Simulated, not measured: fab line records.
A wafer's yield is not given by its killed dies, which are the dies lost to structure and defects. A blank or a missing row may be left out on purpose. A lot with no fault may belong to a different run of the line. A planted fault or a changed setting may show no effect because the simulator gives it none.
What tool caused it? -- flow rit_cmos -- 36 wafers from 12 lots sampled at 4 of the route's 202 steps

== WHAT THE GAUGES READ, wafer by wafer ==
RIT_NSD_OVL_MEAS_06.
lot,measured,on,NSD_OVL (nm)
L314,day 3 04:25,overlay-01,-1.2 1.0 -0.2
L315,day 3 07:07,overlay-02,-0.6 -0.9 -0.1
L316,day 3 10:34,overlay-02,1.9 2.3 1.3
L317,day 3 14:23,overlay-02,1.2 1.6 2.2
L323,day 5 00:56,overlay-02,-1.5 -0.1 -1.5
L328,day 6 04:03,overlay-02,2.4 3.1 1.6
L330,day 6 09:31,overlay-01,3.0 2.6 2.8
L331,day 6 19:30,overlay-02,0.4 0.3 2.1
L332,day 7 00:58,overlay-01,1.0 1.5 0.4
L335,day 7 20:01,overlay-02,0.6 1.1 0.0
L337,day 7 22:35,overlay-02,1.0 1.5 1.2
L336,day 7 22:50,overlay-01,0.7 -0.3 1.7

RIT_SILICIDE_RS_MEAS_02: a four-point-probe measurement.
lot,measured,on,SILICIDE_TI_RS (ohm/sq)
L314,day 3 07:30,film_metro-01,46.7 47.1 46.6
L315,day 3 10:23,film_metro-02,46.0 44.7 46.1
L316,day 3 13:53,film_metro-04,47.0 45.9 46.3
L317,day 3 17:40,film_metro-01,46.0 46.3 46.2
L323,day 5 04:01,film_metro-01,49.5 45.1 45.2
L328,day 6 07:12,film_metro-01,46.1 46.4 45.3
L330,day 6 12:43,film_metro-01,46.1 45.1 45.5
L331,day 6 22:37,film_metro-01,45.3 45.8 45.3
L332,day 7 04:25,film_metro-02,44.9 46.5 45.2
L335,day 7 23:07,film_metro-01,45.8 46.9 46.8
L337,day 8 01:49,film_metro-02,45.7 45.7 44.9
L336,day 8 02:03,film_metro-01,44.8 45.4 45.5

RIT_SILICIDE_THK_MEAS_03: measures by xrf.
lot,measured,on,SILICIDE_TI_THK (nm)
L314,day 3 07:37,film_metro-01,30.3 30.1 30.3
L315,day 3 10:29,film_metro-02,30.9 31.6 30.8
L316,day 3 14:00,film_metro-04,30.1 30.7 30.4
L317,day 3 17:46,film_metro-01,30.6 30.4 30.4
L323,day 5 04:08,film_metro-01,28.9 31.1 31.0
L328,day 6 07:17,film_metro-01,30.4 30.4 30.9
L330,day 6 12:50,film_metro-01,30.5 31.2 30.8
L331,day 6 22:43,film_metro-01,30.9 30.8 31.1
L332,day 7 04:31,film_metro-02,31.4 30.7 31.4
L335,day 7 23:14,film_metro-01,30.7 30.2 30.3
L337,day 8 01:56,film_metro-02,31.0 31.3 31.6
L336,day 8 02:10,film_metro-01,31.2 30.8 30.8

== EACH LOT AND THE TOOL THAT RAN IT (in order: tool; ch and the chambers of the sampled wafers; start) ==
lot,RIT_SILICIDE_SPUTTER_01
L314,"pvd_sputter-01, day 3 07:21"
L315,"pvd_sputter-04, day 3 10:12"
L316,"pvd_sputter-04, day 3 13:44"
L317,"pvd_sputter-02, day 3 17:29"
L323,"pvd_sputter-02, day 5 03:52"
L328,"pvd_sputter-01, day 6 06:59"
L330,"pvd_sputter-01, day 6 12:34"
L331,"pvd_sputter-04, day 6 22:26"
L332,"pvd_sputter-04, day 7 04:13"
L335,"pvd_sputter-01, day 7 22:58"
L337,"pvd_sputter-04, day 8 01:40"
L336,"pvd_sputter-01, day 8 01:53"
- RIT_SILICIDE_SPUTTER_01: material Ti, target thk 30 nm, time 240 s.

== AS READ BY THE TOOLS THEMSELVES (means over the sampled wafers that have a number; for cases with no such wafer, the mark the record gives instead) ==
RIT_SILICIDE_SPUTTER_01.
lot,tool,throttle_valve_pct (%)
L314,pvd_sputter-01,29.7
L315,pvd_sputter-04,29.3
L316,pvd_sputter-04,27.9
L317,pvd_sputter-02,30.0
L323,pvd_sputter-02,29.0
L328,pvd_sputter-01,29.9
L330,pvd_sputter-01,30.4
L331,pvd_sputter-04,27.8
L332,pvd_sputter-04,30.7
L335,pvd_sputter-01,29.0
L337,pvd_sputter-04,29.1
L336,pvd_sputter-01,30.5

== THE ANSWER, worked out from the rows above alone ==
Rule: the lots themselves supply what counts as usual. Put in order of their means at a reading, lots are off if they are a third of the lots or fewer, leave a main group of 4 or more, and stand apart from it by a gap of 3 or more times the standard deviation of the main group's means; of several such gaps the widest counts. If all means in a main group match to the digits the tables above print for the reading, that group is not used. A lot without any number at a reading at which 4 lots or more have one is off too. The other lots that the step has rows for count as sound. Order of review: gauges by route order, followed by the tools' own readings, for which a lot's mean as printed above is used. The first step at which some lot is off is used, and at that step the reading that is off furthest; a lot without a number counts as furthest.
Nothing can be told from this: no lot is off at any reading shown.

== WHAT WAS PUT IN BY THE SIMULATOR ==
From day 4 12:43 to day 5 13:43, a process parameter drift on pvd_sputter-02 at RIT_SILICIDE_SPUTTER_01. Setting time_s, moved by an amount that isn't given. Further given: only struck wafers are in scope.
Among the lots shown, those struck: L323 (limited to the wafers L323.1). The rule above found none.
